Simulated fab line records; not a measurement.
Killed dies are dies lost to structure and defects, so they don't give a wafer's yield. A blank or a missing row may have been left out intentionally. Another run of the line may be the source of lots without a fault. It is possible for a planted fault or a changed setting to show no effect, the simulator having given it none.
fab line records	flow berkeley-cmos170
[record] lots = 14	wafers = 42	last-day = 12
route steps=331 shown NWELL@29 FIELD@96
lots untouched by any fault: they come from a run of this same line in which no faults occurred
start-h: hours from the record's first day to the start of the lot's first wafer shown	wait-h: hours from the lot's prior step to this one	" the same as in the row above	L1.1+2: a single row standing in for several wafers	- no value, or no start given	* or withheld: withheld	< > ~ a bound
route shown NAME@n: names a module that has steps shown in the file, with the first one's number in the route	usual: average and standard deviation across the fault-free wafers	same: alike in all rows	chamber/n: place in a boat	sites: readings site by site	_std_site: their standard deviation	_edge_site: mean of outer sites minus mean of inner sites	radius-mm: how far each site lies from the wafer's centre	mask NAME#n: copy n	behind: the most recent tool/chamber to have shaped the wafer	hold: the reason the lot was held/the length of the hold in hours/how it ended	device: which transistor (n, p or np) failed to switch	end of line: at the end of the route, the tests of the same wafers	for a step that has no rows: nothing shown but its recipe	killed: not the wafer's yield, but the dies lost to structure and defects at the first sort	map: dies across one wafer; x = killed, . = not, _ = none there
set.NAME: setting as actually run; set.NAME@STEP: the setting as run at that earlier step	model.NAME: the simulator's own value behind a step, which no gauge read
a sample of lots followed through the steps of the route, with each step as a table and each wafer as a row
services: when a tool's chamber went out of use (start-h, in hours from the record's first day, below 0 if earlier), for how many hours, and the reason
[[steps]]
[step UCB170_NWELL_STRIP_15]
[recipe] chemistry = O2	power-w = 400	pressure-mtorr = 3500	platen-temp-c = withheld	o2-flow-sccm = 400	overash-fraction = 0.5
[usual] drypump-motor-current-A = 5.6/0.46	oes-product-au = 0.721/0.0046	strip-time-to-endpoint-s = 18.08/0.091
lot.wafer	tool	chamber	start-h	wait-h	drypump-motor-current-A	oes-product-au	rf-hours-counter-h	strip-time-to-endpoint-s
L411.2	plasma-asher-02	1	33.94	0.1	5.9	0.722	31	17.99
L411.4	"	1	"	"	5.9	0.726	-	18.10
L411.6	"	0	"	"	5.0	0.715	-	17.93
L412.3	plasma-asher-03	1	39.05	0.1	5.6	0.715	-	18.06
L412.4	"	0	"	"	6.3	0.723	-	18.05
L412.5	"	1	"	"	5.6	0.717	-	18.10
L413.1	plasma-asher-03	0	42.54	0.1	6.3	0.729	31	17.99
L413.2	"	1	"	"	5.6	0.724	31	18.11
L413.6	"	0	"	"	6.3	0.721	-	17.92
L416.1	plasma-asher-01	0	51.42	0.1	5.1	0.720	26	17.94
L416.5	"	1	"	"	5.9	0.717	-	17.97
L416.6	"	0	"	"	5.0	0.731	-	17.92
L417.2	plasma-asher-02	1	60.93	0.1	5.9	0.721	34	18.05
L417.3	"	1	"	"	5.9	0.716	-	18.10
L417.4	"	0	"	"	5.1	0.710	-	17.96
L418.2	plasma-asher-02	1	66.75	0.1	6.0	0.723	35	18.10
L418.3	"	0	"	"	5.0	0.723	-	18.13
L418.6	"	1	"	"	5.9	0.722	-	18.12
L420.1	plasma-asher-01	0	72.58	0.1	5.1	0.717	28	18.15
L420.2	"	1	"	"	5.9	0.718	28	18.09
L420.4	"	1	"	"	5.9	0.724	-	18.12
L419.2	plasma-asher-01	0	72.86	0.1	5.0	0.723	28	18.19
L419.3	"	1	"	"	5.9	0.712	-	18.11
L419.6	"	0	"	"	5.0	0.723	-	18.15
L422.1	plasma-asher-03	1	87.72	0.1	5.6	0.716	36	18.05
L422.3	"	0	"	"	6.3	0.715	-	18.19
L422.4	"	1	"	"	5.6	0.724	-	18.04
L423.1	plasma-asher-02	1	92.64	0.1	5.9	0.726	37	18.01
L423.5	"	0	"	"	5.1	0.719	-	18.09
L423.6	"	1	"	"	5.9	0.719	-	18.12
L426.1	plasma-asher-01	0	108.97	0.1	5.1	0.718	33	18.11
L426.3	"	1	"	"	5.9	0.720	-	18.08
L426.6	"	0	"	"	5.1	0.721	-	17.94
L428.1	plasma-asher-02	1	116.17	0.1	6.0	0.720	40	17.89
L428.4	"	1	"	"	5.9	0.723	-	17.96
L428.5	"	1	"	"	6.0	0.719	-	17.92
L432.1	plasma-asher-03	1	143.94	0.1	5.6	0.713	2	18.14
L432.2	"	0	"	"	6.3	0.718	2	18.20
L432.5	"	0	"	"	6.3	0.718	-	18.23
L433.2	plasma-asher-01	0	144.19	0.1	5.0	0.722	37	18.09
L433.5	"	1	"	"	5.9	0.722	-	17.98
L433.6	"	0	"	"	5.1	0.728	-	18.12
[step UCB170_NWELL_WET_ETCH_18]
[recipe] chemistry = H3PO4	target = Si3N4	temp-c = 160	time-s = 14400
[usual] bath-guard-temp-C = 159.9/0.54	bath-heat-duty-pct = 27/3.7
lot.wafer	tool	chamber	start-h	wait-h	bath-guard-temp-C	bath-heat-duty-pct
L411.2	wet-bench-02	0	35.55	0.4	159.0	26
L411.4	"	0	"	"	158.8	27
L411.6	"	0	"	"	158.8	28
L412.3	wet-bench-01	0	42.14	0.4	159.4	26
L412.4	"	0	"	"	159.7	25
L412.5	"	0	"	"	159.5	26
L413.1	wet-bench-02	1	45.00	0.9	160.8	24
L413.2	"	1	"	"	160.5	23
L413.6	"	1	"	"	160.8	23
L416.1	wet-bench-01	3	52.04	0.2	160.0	29
L416.5	"	3	"	"	159.9	32
L416.6	"	3	"	"	159.9	29
L417.2	wet-bench-03	1	62.18	0.1	160.0	28
L417.3	"	1	"	"	160.0	27
L417.4	"	1	"	"	160.1	27
L418.2	wet-bench-01	3	69.07	1.7	160.2	31
L418.3	"	3	"	"	159.8	29
L418.6	"	3	"	"	160.1	32
L419.2	wet-bench-01	2	73.45	0.2	160.0	28
L419.3	"	2	"	"	160.0	28
L419.6	"	2	"	"	159.6	26
L420.1	wet-bench-01	1	73.45	0.2	160.3	26
L420.2	"	1	"	"	160.3	25
L420.4	"	1	"	"	160.4	22
L422.1	wet-bench-03	1	88.06	0.0	-	-
L422.3	"	1	"	"	-	-
L422.4	"	1	"	"	-	-
L423.1	wet-bench-02	2	93.00	0.0	-	-
L423.5	"	2	"	"	-	-
L423.6	"	2	"	"	-	-
L426.1	wet-bench-03	2	109.51	0.2	160.3	22
L426.3	"	2	"	"	160.2	22
L426.6	"	2	"	"	160.4	22
L428.1	wet-bench-02	0	116.51	0.0	158.8	27
L428.4	"	0	"	"	158.8	27
L428.5	"	0	"	"	159.1	27
L432.1	wet-bench-02	0	144.28	0.0	158.9	28
L432.2	"	0	"	"	159.0	27
L432.5	"	0	"	"	159.0	27
L433.2	wet-bench-01	1	148.31	0.5	160.3	26
L433.5	"	1	"	"	160.0	25
L433.6	"	1	"	"	160.0	25
[step UCB170_FIELD_THK_MEAS_90]
[recipe] reads = SiO2_of_FIELD_OXIDATION_01
[usual] FIELD_OXIDE_LEFT_1_THK = 436/8.2
lot.wafer	tool	chamber	start-h	wait-h	FIELD_OXIDE_LEFT_1_THK[nm]
L411.2	film-metro-01	-	102.23	0.0	435
L411.4	"	-	"	"	440
L411.6	"	-	"	"	445
L412.3	film-metro-02	-	102.24	0.0	438
L412.4	"	-	"	"	448
L412.5	"	-	"	"	433
L416.1	film-metro-04	-	113.29	0.0	435
L416.5	"	-	"	"	441
L416.6	"	-	"	"	436
L413.1	film-metro-04	-	113.35	0.1	442
L413.2	"	-	"	"	434
L413.6	"	-	"	"	440
L420.1	film-metro-01	-	133.46	0.0	430
L420.2	"	-	"	"	438
L420.4	"	-	"	"	434
L417.2	film-metro-04	-	133.47	0.0	427
L417.3	"	-	"	"	437
L417.4	"	-	"	"	430
L418.2	film-metro-02	-	133.47	0.0	433
L418.3	"	-	"	"	431
L418.6	"	-	"	"	441
L419.2	film-metro-02	-	133.53	0.1	454
L419.3	"	-	"	"	453
L419.6	"	-	"	"	443
L426.1	film-metro-01	-	175.55	0.0	431
L426.3	"	-	"	"	442
L426.6	"	-	"	"	438
L428.1	film-metro-01	-	175.61	0.1	442
L428.4	"	-	"	"	444
L428.5	"	-	"	"	445
L432.1	film-metro-01	-	208.41	0.0	427
L432.2	"	-	"	"	422
L432.5	"	-	"	"	428
L433.2	film-metro-01	-	216.14	0.0	447
L433.5	"	-	"	"	449
L433.6	"	-	"	"	445
[step UCB170_FIELD_THK_MEAS_91]
[recipe] reads = SiO2_of_FIELD_OXIDATION_01
[usual] FIELD_OXIDE_LEFT_2_THK = 348/8.2
lot.wafer	tool	chamber	start-h	wait-h	FIELD_OXIDE_LEFT_2_THK[nm]
L411.2	film-metro-01	-	120.77	0.0	347
L411.4	"	-	"	"	352
L411.6	"	-	"	"	358
L412.3	film-metro-04	-	121.27	0.0	351
L412.4	"	-	"	"	360
L412.5	"	-	"	"	345
L416.1	film-metro-02	-	134.30	0.0	346
L416.5	"	-	"	"	352
L416.6	"	-	"	"	348
L413.1	film-metro-04	-	134.41	0.0	355
L413.2	"	-	"	"	346
L413.6	"	-	"	"	352
L420.1	film-metro-02	-	155.16	0.0	342
L420.2	"	-	"	"	350
L420.4	"	-	"	"	346
L417.2	film-metro-04	-	155.97	0.0	339
L417.3	"	-	"	"	349
L417.4	"	-	"	"	342
L418.2	film-metro-02	-	156.24	0.0	345
L418.3	"	-	"	"	343
L418.6	"	-	"	"	353
L419.2	film-metro-02	-	156.49	0.0	365
L419.3	"	-	"	"	364
L419.6	"	-	"	"	353
L426.1	film-metro-02	-	194.10	0.0	343
L426.3	"	-	"	"	352
L426.6	"	-	"	"	350
L428.1	film-metro-02	-	194.38	0.0	355
L428.4	"	-	"	"	357
L428.5	"	-	"	"	358
L432.1	film-metro-04	-	224.88	0.0	339
L432.2	"	-	"	"	334
L432.5	"	-	"	"	339
L433.2	film-metro-01	-	231.84	0.0	359
L433.5	"	-	"	"	360
L433.6	"	-	"	"	357
[[services]]
tool	chamber	start-h	hours	kind
plasma-asher-03	-	108.75	9.0	pm
plasma-asher-03	0	108.75	9.0	vent-cycle
plasma-asher-03	1	108.75	9.0	vent-cycle
plasma-asher-03	0	117.75	-	clean
plasma-asher-03	1	117.75	-	clean
plasma-asher-03	-	119.43	0.4	repair
plasma-asher-02	-	141.93	2.8	pm
[[key]]
[first-sign] step = UCB170_NWELL_WET_ETCH_18	reading = tool-record	direction = missing
effect none on later readings
met-at UCB170_NWELL_WET_ETCH_18
struck-lots L422,L423
later-rows-left-out L422.1,L422.3,L422.4,L423.1,L423.5,L423.6
sort-left-out L422.1,L422.3,L422.4,L423.1,L423.5,L423.6
tester-left-out L422,L423
not-acting-at UCB170_NWELL_STRIP_15,UCB170_FIELD_THK_MEAS_90,UCB170_FIELD_THK_MEAS_91
onset-between 62.18 88.06
[fault] kind = skipped-step-whole	tool = wet-bench-02,wet-bench-03	chamber = -	onset-h = 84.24	steps = UCB170_NWELL_WET_ETCH_18	scope = struck-lots-only
// tester-left-out: of these lots the tester's yield and bins aren't shown, on N5 and GAA mostly nor the transistor test; their killed dies are dies lost to structure and defects alone, not to doping, threshold or leakage, so they don't give the yield
// sort-left-out: the simulated sort isn't trusted on such a fault, so these wafers' sort isn't shown, and their yield isn't known
// later-rows-left-out: the simulator's readings of these wafers behind a module that went badly wrong aren't trusted and aren't shown, but for the sort
